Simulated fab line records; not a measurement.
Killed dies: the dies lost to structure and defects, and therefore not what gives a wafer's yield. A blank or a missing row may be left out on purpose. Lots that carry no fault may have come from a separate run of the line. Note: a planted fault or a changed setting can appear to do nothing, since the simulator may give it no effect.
A struck lot beside a sound one ; flow berkeley_cmos170 ; 26 out of 331 route steps
Sound: these wafers, L695.3, L695.4, L695.5. Struck: wafers L702.2, L702.3, L702.4. The cause is given at the end.
For every step that has rows: the tool of each side, followed by ch and its chambers, followed by its first start. Under that, the readings that differ: sound wafers ; struck wafers ; difference of the means ; sigmas: that difference in standard deviations of wafers without a fault.
alike: readings with means less than 2 such deviations apart, plus words and numbers identical on both sides. not compared: withheld readings, readings lacking a value on some wafer, bounds such as >300 that could conceal the same value, and numbers that have no deviation in the record and whose values overlap.
A row with sigmas, a row that says differs or no value, or rows on one side alone: a step with any of these is where the two part. When numbers do not overlap yet have no deviation, they are printed without sigmas and do not part them. Lack of a reading on every wafer of one side parts them only where that side has two or more wafers.

first, 1 step without rows for these wafers: UCB170_PSD_IMPLANT_08.
UCB170_PSD_STRIP_09: strips in O2.
  sound on plasma_asher-03 ch 0,1, day 7 14:00; struck on plasma_asher-01 ch 0,1, day 9 12:29
  alike: drypump_motor_current_A, o2_flow_sccm, oes_product_au, strip_time_to_endpoint_s
  not compared: rf_hours_counter_h
UCB170_PSD_TW_MEAS_10:
  sound: film_metro-02 at day 7 14:05; struck: film_metro-01 at day 9 12:35
  alike: PSD_TW
then, 7 steps without rows for these wafers: UCB170_PSD_CLEAN_11 (cleans in SPM, time 600 s); UCB170_NSD_HMDS_00 (prime time 60 s); UCB170_NSD_COAT_01 (resist thk 900 nm); UCB170_NSD_SOFTBAKE_02 (time 60 s); UCB170_NSD_EXPOSE_03 (exposes mask NSELECT MOD, target cd 1200 nm); UCB170_NSD_PEB_04; UCB170_NSD_DEVELOP_05 (develop time 45 s).
UCB170_NSD_CD_MEAS_06: the cd target is 1200 nm.
  sound: cd_sem-01 at day 7 15:43; struck: cd_sem-02 at day 9 14:10
  alike: cd_nm
UCB170_NSD_OVL_MEAS_07:
  sound: overlay-02 at day 7 15:48; struck: overlay-02 at day 9 14:16
  alike: NSD_OVL
UCB170_NSD_IMPLANT_08:
  sound on implanter-04 ch 0, day 7 15:52; struck on implanter-04 ch 0, day 9 14:19
reading;sound;struck;difference;sigmas
dose_ions_cm2;3.004e+15 3.002e+15 2.999e+15;2.101e+15 2.1e+15 2.095e+15;-9.030e+14;-99 or more
end_station_pressure_torr (Torr);1.3e-05 1.21e-05 1.24e-05;9.7e-06 1.04e-05 1.06e-05;-2.3e-06;-4
faraday_current_uA;9510 9320 9626;6605 6662 6448;-2914;-16
UCB170_NSD_STRIP_09: strips in O2.
  sound on plasma_asher-03 ch 0,1, day 7 16:01; struck on plasma_asher-03 ch 0,1, day 9 14:26
reading;sound;struck;difference;sigmas
oes_product_au (a.u.);0.535 0.540 0.539;0.569 0.564 0.564;+0.028;+6
strip_time_to_endpoint_s (s);35.91 35.90 35.95;32.51 32.52 32.59;-3.38;-34
  alike: drypump_motor_current_A, o2_flow_sccm
  not compared: rf_hours_counter_h
UCB170_NSD_TW_MEAS_10:
  sound: film_metro-02 at day 7 16:05; struck: film_metro-01 at day 9 14:33
reading;sound;struck;difference;sigmas
NSD_TW;4323 4315 4317;4019 4006 3992;-313;-4
then, 4 steps without rows for these wafers: UCB170_NSD_CLEAN_11 (cleans in SPM, time 600 s); UCB170_BACKSIDE_HMDS_00 (prime time 60 s); UCB170_BACKSIDE_COAT_01 (resist thk 900 nm); UCB170_BACKSIDE_SOFTBAKE_02 (time 60 s).
UCB170_BACKSIDE_STRIP_03: strips in O2.
  sound on plasma_asher-01 ch 0,1, day 7 16:47; struck on plasma_asher-01 ch 0,1, day 9 15:26
  alike: drypump_motor_current_A, o2_flow_sccm, oes_product_au, strip_time_to_endpoint_s
  not compared: rf_hours_counter_h
then, 1 step without rows for these wafers: UCB170_BACKSIDE_CLEAN_04 (cleans in SPM, time 600 s).
UCB170_SDANNEAL_RTA_00: time 10 s.
  sound on rtp_anneal-02 ch 0, day 7 17:03; struck on rtp_anneal-02 ch 0, day 9 15:43
  alike: lamp_power_pct, wafer_temp_C_max
UCB170_SDANNEAL_RTA_01: time 5 s.
  sound on rtp_anneal-02 ch 0, day 7 17:07; struck on rtp_anneal-02 ch 0, day 9 15:47
  alike: lamp_power_pct, wafer_temp_C_max
UCB170_SDANNEAL_RS_MEAS_02: the measuring method here is four-point-probe.
  sound: film_metro-01 at day 7 17:12; struck: film_metro-03 at day 9 15:52
  alike: PSD_RS
UCB170_SDANNEAL_RS_MEAS_03: the measuring method here is four-point-probe.
  sound: film_metro-01 at day 7 17:19; struck: film_metro-03 at day 9 16:20
reading;sound;struck;difference;sigmas
NSD_RS (ohm/sq);37.31 37.43 37.31;45.33 45.33 45.23;+7.95;+88
  not compared: hold
UCB170_M3_PROBE_99:
  the record holds rows for the sound wafers here (prober-01, day 9 02:31) but none for the struck ones

## WHERE THEY PART
First at UCB170_NSD_IMPLANT_08; last, within this record, at UCB170_M3_PROBE_99.

WHY: whatever the simulator had introduced
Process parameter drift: implanter-04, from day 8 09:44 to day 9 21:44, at UCB170_NSD_IMPLANT_08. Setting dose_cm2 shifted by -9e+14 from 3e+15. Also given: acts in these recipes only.
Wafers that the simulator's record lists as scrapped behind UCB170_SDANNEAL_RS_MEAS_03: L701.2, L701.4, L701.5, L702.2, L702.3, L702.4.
